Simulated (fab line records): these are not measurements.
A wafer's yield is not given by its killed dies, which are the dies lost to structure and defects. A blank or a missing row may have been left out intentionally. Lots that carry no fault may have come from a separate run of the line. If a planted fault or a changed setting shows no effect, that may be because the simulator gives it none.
Split-lot study    flow berkeley_cmos170    23 wafers read from 5 lots, route of 331 steps

SPLIT DETAILS
At UCB170_SCREENOX_OXIDATION_01 (target thk 14.4 nm, ox time 2400 s), the setting ox_time_s was moved away from the recipe's 2400 s on 15 of the 23 wafers read, by -14.7% to +10.3%. The other wafers ran this setting at the recipe's value.

No step appears in the file between the split and the reading.

THE READING
SCREENOX_OXIDE_THK, in nm, at UCB170_SCREENOX_THK_MEAS_02. Fault-free wafers of this fab line usually give 14.44 nm, standard deviation 0.18 nm.

wafer   tool, chamber at the split  ox_time_s as run, s  against the recipe  SCREENOX_OXIDE_THK, nm  against lot-mates on the recipe
L080.1  -, -                        2400                 recipe              14.37                   -
L080.2  -, -                        2400                 recipe              14.15                   -
L080.4  -, -                        2400                 recipe              14.27                   -
L080.5  -, -                        2400                 recipe              14.36                   -
L080.6  -, -                        2400                 recipe              14.23                   -
L081.1  -, -                        2048                 -14.7%              12.79                   no lot-mate on the recipe
L081.2  -, -                        2048                 -14.7%              12.77                   no lot-mate on the recipe
L081.3  -, -                        2048                 -14.7%              12.92                   no lot-mate on the recipe
L081.4  -, -                        2048                 -14.7%              12.73                   no lot-mate on the recipe
L081.6  -, -                        2048                 -14.7%              12.51                   no lot-mate on the recipe
L082.2  furnace-01, 0               2400                 recipe              14.38                   -
L082.3  furnace-01, 0               2400                 recipe              14.27                   -
L082.6  furnace-01, 0               2400                 recipe              14.33                   -
L084.1  -, -                        2132                 -11.2%              13.58                   no lot-mate on the recipe
L084.2  -, -                        2132                 -11.2%              13.47                   no lot-mate on the recipe
L084.3  -, -                        2132                 -11.2%              13.50                   no lot-mate on the recipe
L084.4  -, -                        2132                 -11.2%              13.57                   no lot-mate on the recipe
L084.5  -, -                        2132                 -11.2%              13.38                   no lot-mate on the recipe
L085.1  -, -                        2646                 +10.3%              15.58                   no lot-mate on the recipe
L085.2  -, -                        2646                 +10.3%              15.82                   no lot-mate on the recipe
L085.3  -, -                        2646                 +10.3%              15.53                   no lot-mate on the recipe
L085.4  -, -                        2646                 +10.3%              15.64                   no lot-mate on the recipe
L085.6  -, -                        2646                 +10.3%              15.49                   no lot-mate on the recipe

FIT RESULTS
A straight line over all 23 wafers: SCREENOX_OXIDE_THK changes by +0.106 nm for each +1% of ox_time_s; r = +0.98; the points scatter about the line by 0.2 nm.
Too few moved wafers have a lot-mate on the recipe to fit a line with each lot's own level taken away.

THE WHOLE CHAIN: every reading that the file lists as answering this split, in the file's order
step                          what it does                        reading                                                                                change (the file's fit)                r (the file's)
UCB170_SCREENOX_OXIDATION_01  target thk 14.4 nm, ox time 2400 s  SiO2_of_SCREENOX_OXIDATION_01.thk_nm (the simulator's own value, which no gauge read)  +0.106 nm for each +1% of the setting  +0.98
UCB170_SCREENOX_THK_MEAS_02                                       SCREENOX_OXIDE_THK                                                                     +0.106 for each +1% of the setting     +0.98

FILE'S OWN FIT
SCREENOX_OXIDE_THK changes by +0.106 nm for each +1% of ox_time_s, r = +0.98.
